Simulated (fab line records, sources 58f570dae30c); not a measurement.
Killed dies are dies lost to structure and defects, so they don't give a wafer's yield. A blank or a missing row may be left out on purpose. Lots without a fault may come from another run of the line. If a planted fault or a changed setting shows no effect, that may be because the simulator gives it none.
Comparing a struck lot with a sound one -- flow berkeleyCmos170 -- 32 steps out of a route of 331
Sound: these wafers, L610.2, L610.4, L610.6. Struck: wafers L617.3, L617.4 (left out: L617.1, a lot-mate that was not struck); the cause follows at the end.
Per side, at each step with rows, come the tool, then ch with its chambers, and then its first start. Under that, the readings that differ: sound wafers -- struck wafers -- difference of the means -- sigmas: that difference in standard deviations of wafers without a fault.
alike: readings whose means differ by less than 2 such deviations, and words and numbers that are the same on both sides. not compared: withheld readings, readings that some wafer has no value for, bounds like >300 that may hide the same value, and numbers for which the record gives no deviation and whose values overlap.
Wherever a step has rows on one side only, a row that says differs or no value, or a row with sigmas, the two part there. Numbers that don't overlap but have no deviation are shown without sigmas and don't part them. A reading missing from all wafers of one side parts the sides only when that side holds two or more wafers.

first, 6 steps without rows for these wafers: UCB170_V2_HMDS_06 (prime time 60 s); UCB170_V2_COAT_07 (resist thk 900 nm); UCB170_V2_SOFTBAKE_08 (time 60 s); UCB170_V2_EXPOSE_09 (exposes mask VIA2, target cd 700 nm); UCB170_V2_PEB_10; UCB170_V2_DEVELOP_11 (develop time 45 s).
UCB170_V2_CD_MEAS_12: target cd 700 nm.
  sound on cdSem-02 at day 7 21:35; struck on cdSem-01 at day 9 19:13
  alike: cdNm
UCB170_V2_OVL_MEAS_13:
  sound on overlay-02 at day 7 21:41; struck on overlay-01 at day 9 19:20
  alike: V2_OVL
UCB170_V2_ETCH_14: etches SiO2 in CHF3/CF4/Ar, stops on Al, target depth 1250 nm, time 291 s.
  sound on rieDiel-04 ch 0,1, day 7 21:43; struck on rieDiel-02 ch 2,3, day 9 19:22
  alike: drypumpMotorCurrentA, oesProductAu, throttleValvePct
  not compared: rfHoursCounterH
UCB170_V2_STRIP_15: strips in O2.
  sound on plasmaAsher-01 ch 0,1, day 7 21:53; struck on plasmaAsher-01 ch 0,1, day 9 19:33
  alike: drypumpMotorCurrentA, oesProductAu, stripTimeToEndpointS
  not compared: rfHoursCounterH
UCB170_V2_CD_MEAS_90: target cd 700 nm.
  sound on cdSem-01 at day 7 22:01; struck on cdSem-01 at day 9 19:39
  alike: cdNm
then, 1 step without rows for these wafers: UCB170_M3_PRE_CLEAN_00 (preclean etch time 60 s).
UCB170_M3_SPUTTER_01: material Al, target thk 900 nm, time 120 s.
  sound on pvdSputter-04 at day 7 22:11; struck on pvdSputter-04 at day 9 19:50
reading,sound,struck,difference,sigmas
model.Al_of_M3_SPUTTER_01.thkNm (nm),897.3 902.6 910.5,794.2 800.3,-106.2,
  alike: throttleValvePct
UCB170_M3_RS_MEAS_02: the measuring method here is four-point-probe.
  sound on filmMetro-01 at day 7 22:17; struck on filmMetro-01 at day 9 19:55
reading,sound,struck,difference,sigmas
M3_AL_RS (ohm/sq),0.0322 0.0321 0.0318,0.0365 0.0362,+0.0043,+12
UCB170_M3_THK_MEAS_03: measures by xrf.
  sound on filmMetro-01 at day 7 22:23; struck on filmMetro-01 at day 9 20:02
reading,sound,struck,difference,sigmas
M3_AL_THK (nm),897 898 906,792 798,-105,-9
then, 3 steps without rows for these wafers: UCB170_M3_HMDS_04 (prime time 60 s); UCB170_M3_COAT_05 (resist thk 900 nm); UCB170_M3_SOFTBAKE_06 (time 60 s).
UCB170_M3_STRIP_07: strips in O2.
  sound on plasmaAsher-03 ch 0,1, day 7 23:04; struck on plasmaAsher-02 ch 0,1, day 9 20:33
  alike: drypumpMotorCurrentA, oesProductAu, stripTimeToEndpointS
  not compared: rfHoursCounterH
then, 7 steps without rows for these wafers: UCB170_M3_STRIP_08 (strips KrF in DMSO, time 600 s); UCB170_M3_COAT_09; UCB170_M3_COAT_10 (resist thk 900 nm); UCB170_M3_SOFTBAKE_11 (time 60 s); UCB170_M3_EXPOSE_12 (exposes mask METAL3, target cd 700 nm); UCB170_M3_PEB_13; UCB170_M3_DEVELOP_14 (develop time 45 s).
UCB170_M3_CD_MEAS_15: target cd 700 nm.
  sound on cdSem-01 at day 8 00:14; struck on cdSem-01 at day 9 22:00
  alike: cdNm
UCB170_M3_OVL_MEAS_16:
  sound on overlay-01 at day 8 00:20; struck on overlay-02 at day 9 22:07
  alike: M3_OVL
UCB170_M3_ETCH_17: etches BARC in N2/H2.
  sound on rieDiel-03 ch 0,1,3, day 8 00:22; struck on rieDiel-04 ch 1,3, day 9 22:10
reading,sound,struck,difference,sigmas
drypumpMotorCurrentA (A),5.5 6.2 5.8,5.1 4.9,-0.8,-2
oesProductAu (a.u.),1.013 1.038 1.012,0.961 0.975,-0.053,-2
  alike: throttleValvePct
UCB170_M3_METAL_ETCH_18: etches Al in Cl2/BCl3, stops on SiO2, target depth 1170 nm, time 195 s.
  sound on rieMetal-04 ch 0,1, day 8 00:25; struck on rieMetal-03 ch 0,1, day 9 22:12
reading,sound,struck,difference,sigmas
oesProductAu (a.u.),0.860 0.863 0.855,0.789 0.780,-0.075,-5
  alike: drypumpMotorCurrentA, throttleValvePct
  not compared: rfHoursCounterH
UCB170_M3_STRIP_19: strips in O2.
  sound on plasmaAsher-03 ch 0,1, day 8 00:36; struck on plasmaAsher-03 ch 0,1, day 9 22:23
  alike: drypumpMotorCurrentA, oesProductAu
  not compared: rfHoursCounterH
UCB170_M3_PROBE_99:
  the record holds rows for the sound wafers here (prober-02, day 8 00:59) but none for the struck ones

## WHERE THEY PART
Earliest at UCB170_M3_RS_MEAS_02; latest, in this record, at UCB170_M3_PROBE_99.

WHY: what the simulator had put in
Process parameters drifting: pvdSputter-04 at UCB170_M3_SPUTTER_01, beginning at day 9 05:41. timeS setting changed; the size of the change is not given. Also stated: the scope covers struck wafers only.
